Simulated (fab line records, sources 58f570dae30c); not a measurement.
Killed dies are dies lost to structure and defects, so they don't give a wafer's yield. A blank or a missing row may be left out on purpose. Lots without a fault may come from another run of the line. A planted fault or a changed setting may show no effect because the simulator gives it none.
One fault seen from 2 desks | flow berkeley_cmos170 | each desk has only its own numbers; what lay behind them comes last

THE METROLOGY DESK
What the gauges read, lot by lot, whatever tool the lot ran on: means of the sampled wafers that have a number. A lot is out of limits, marked OUT, if its mean lies more than 4 standard deviations from the usual mean; the brackets give that distance.
Columns: A = cd_nm at UCB170_PLDD_CD_MEAS_06, usual 1199.8 nm; B = SPACER_TEOS_THK at UCB170_SPACER_THK_MEAS_01, usual 375 nm; C = M1_AL_RS at UCB170_M1_RS_MEAS_01, usual 0.0485 ohm/sq
lot  | first seen here | A      | B              | C
L123 | day 7 07:02     | 1200.0 | 373            | 0.0484
L124 | day 7 07:31     | 1201.0 | 380            | 0.0479
L127 | day 7 13:02     | 1197.1 | 374            | 0.0493
L125 | day 7 13:19     | 1199.8 | 381            | 0.0495
L126 | day 7 14:35     | 1199.8 | 374            | 0.0482
L128 | day 9 00:14     | 1200.5 | 372            | 0.0481
L130 | day 9 00:29     | 1199.2 | 374            | 0.0492
L129 | day 9 01:32     | 1200.3 | 380            | 0.0475
L137 | day 10 01:02    | 1198.4 | 382            | 0.0485
L136 | day 10 08:09    | 1199.9 | 325 (-9.6) OUT | 0.0497
L139 | day 10 20:28    | 1202.3 | 329 (-8.9) OUT | 0.0494
L142 | day 11 10:00    | 1199.0 | 375            | 0.0484
L140 | day 11 10:05    | 1198.4 | 326 (-9.5) OUT | 0.0480
L143 | day 11 10:17    | 1202.2 | 371            | 0.0491
L146 | day 12 07:01    | 1198.9 | 376            | 0.0484
This desk's finding: out of limits on L136, L139, L140; first on L136, day 10 10:52 (SPACER_TEOS_THK at UCB170_SPACER_THK_MEAS_01). In limits: L123, L124, L127, L125, L126, L128, L130, L129, L137, L142, L143, L146.

THE TOOL OWNER'S DESK: pecvd-03
The tool's own readings at UCB170_SPACER_CVD_00 (deposits SiO2 from TEOS/O2, target thk 376 nm, time 47 s): means of the sampled wafers that have a number, for each lot that ran on this tool. A lot is out of limits, marked OUT, if its mean lies more than 4 standard deviations from the usual mean; the brackets give that distance.
Columns: A = heater_power_w at UCB170_SPACER_CVD_00, usual 252 W
lot  | first seen here | A
L125 | day 7 15:57     | 218
L126 | day 7 17:59     | 209
L130 | day 9 08:08     | 236
L136 | day 10 10:49    | 277
L139 | day 10 23:08    | 213
L140 | day 11 13:12    | 245
This desk's finding: nothing out of limits on any of the 6 lots.

PUT TOGETHER
The metrology desk could have raised an alarm at day 10 10:52, on L136, L139, L140.
The tool owner's desk saw nothing out of limits.
The tool owner's desk has L136, L139, L140 on record, within its limits.
Of the lots named, all ran UCB170_SPACER_CVD_00 on pecvd-03.

WHAT THE SIMULATOR HAD PUT IN
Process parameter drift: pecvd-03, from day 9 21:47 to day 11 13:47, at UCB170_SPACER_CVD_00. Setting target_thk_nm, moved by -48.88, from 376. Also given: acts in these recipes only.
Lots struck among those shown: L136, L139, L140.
Hours from the fault's start to each desk's first reading out of limits: the metrology desk, 13.
